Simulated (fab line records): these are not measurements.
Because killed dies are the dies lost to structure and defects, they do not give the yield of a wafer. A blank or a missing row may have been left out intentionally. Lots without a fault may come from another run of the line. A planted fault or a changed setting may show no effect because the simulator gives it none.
A struck lot beside a sound one ; flow rit_cmos ; 18 steps out of a route of 202
Sound: wafers L208.1, L208.4, L208.5. Struck: wafer L225.4 (left out: L225.2, L225.5 of the same lot, which were not struck); the cause appears at the end.
At each step with rows: each side's tool, then ch and its chambers, then its first start. Under that, the readings that differ: sound wafers ; struck wafers ; difference of the means ; sigmas: that difference in standard deviations of wafers without a fault.
alike: same words and numbers on both sides, and readings whose means sit less than 2 such deviations apart. not compared: any withheld reading, any reading some wafer has no value for, any bound like >300 that may hide the same value, and any number with overlapping values for which the record gives no deviation.
A row with sigmas, a row that says differs or no value, or rows on one side alone: a step with any of these is where the two part. Numbers that have no deviation but don't overlap get no sigmas and don't part them. Lack of a reading on every wafer of one side parts them only where that side has two or more wafers.

RIT_M1_SPUTTER_00: material Al, target thk 400 nm, time 500 s.
  sound on pvd_sputter-01 at day 4 09:31; struck on pvd_sputter-01 at day 7 20:24
reading;sound;struck;difference;sigmas
cathode_dc_power_W (W);2000.1 2000.0 2000.4;1999.1;-1.1;-3
  alike: chamber_pressure_pa, substrate_temp_c, throttle_valve_pct
RIT_M1_RS_MEAS_01: a four-point-probe measurement.
  sound on film_metro-01 at day 4 09:49; struck on film_metro-02 at day 7 20:43
  alike: M1_AL_RS
RIT_M1_THK_MEAS_02: measures by xrf.
  sound on film_metro-01 at day 4 09:56; struck on film_metro-02 at day 7 20:49
  alike: M1_AL_THK
then, 6 steps without rows for these wafers: RIT_M1_HMDS_03 (prime time 60 s); RIT_M1_COAT_04 (resist thk 1300 nm); RIT_M1_SOFTBAKE_05 (time 60 s); RIT_M1_EXPOSE_06 (exposes mask M12, target cd 2600 nm); RIT_M1_PEB_07; RIT_M1_DEVELOP_08 (develop time 68 s).
RIT_M1_CD_MEAS_09: the cd target is 2600 nm.
  sound on cd_sem-01 at day 4 11:00; struck on cd_sem-01 at day 7 21:48
  alike: cd_nm
RIT_M1_OVL_MEAS_10:
  sound on overlay-01 at day 4 11:07; struck on overlay-01 at day 7 21:55
  alike: M1_OVL
then, 1 step without rows for these wafers: RIT_M1_HARDBAKE_11 (time 120 s).
RIT_M1_METAL_ETCH_12: etches Al in Cl2/BCl3, stops on SiO2, time 165 s, target depth 600 nm.
  sound on rie_metal-02 ch 0,1, day 4 11:25; struck on rie_metal-02 ch 0, day 7 22:11
reading;sound;struck;difference;sigmas
oes_product_au (a.u.);0.802 0.752 0.750;0.803;+0.035;+2
model.NOVOLAK_of_M1_COAT_04.thk_nm (nm);807.2 801 802.5;699.6;-104.0;
model.SiO2_of_CONTACT_CVD_00.thk_nm (nm);359.8 362.6 365.5;354.7;-7.9;
model.M1.feature_depth_nm (nm);431.1 433.8 432.4;444.8;+12.4;
  alike: drypump_motor_current_A, throttle_valve_pct
  not compared: rf_hours_counter_h
then, 1 step without rows for these wafers: RIT_M1_STRIP_13 (strips in nmp, time 600 s).
RIT_M1_STRIP_14: strips in O2, time 180 s.
  sound on plasma_asher-01 ch 1, day 4 11:44; struck on plasma_asher-04 ch 1, day 7 22:32
reading;sound;struck;difference;sigmas
drypump_motor_current_A (A);6.06 6.07 6.09;5.58;-0.49;-2
  not compared: rf_hours_counter_h
RIT_M1_CD_MEAS_90: the cd target is 2600 nm.
  sound on cd_sem-01 at day 4 11:55; struck on cd_sem-01 at day 7 22:43
reading;sound;struck;difference;sigmas
cd_nm (nm);2598.7 2598.6 2600.2;2592.5;-6.7;-4
then, 1 step without rows for these wafers: RIT_M1_ANNEAL_15 (time 1800 s).
RIT_M1_PROBE_99:
  sound on prober-02 at day 4 13:40; struck on prober-01 at day 8 00:35
reading;sound;struck;difference;sigmas
killed_short;2 3 5;8;+5;+2
sort_bin_6_memory (%);0.4 0.8 0.4;1.9;+1.4;+2
model.etest.antenna_m1.vt_shift_v (V);-0.01497 -0.01449 -0.01036;-0.02134;-0.00807;
  alike: defect_limited_yield, killed_at_front_end, killed_dies, killed_open, sort_bin_3_pad_short, sort_bin_5_function, sort_n_pass, sort_yield_pct

## WHERE THEY PART
At RIT_M1_SPUTTER_00 first; at RIT_M1_PROBE_99 last (within this record only).

WHY: what the simulator had put in
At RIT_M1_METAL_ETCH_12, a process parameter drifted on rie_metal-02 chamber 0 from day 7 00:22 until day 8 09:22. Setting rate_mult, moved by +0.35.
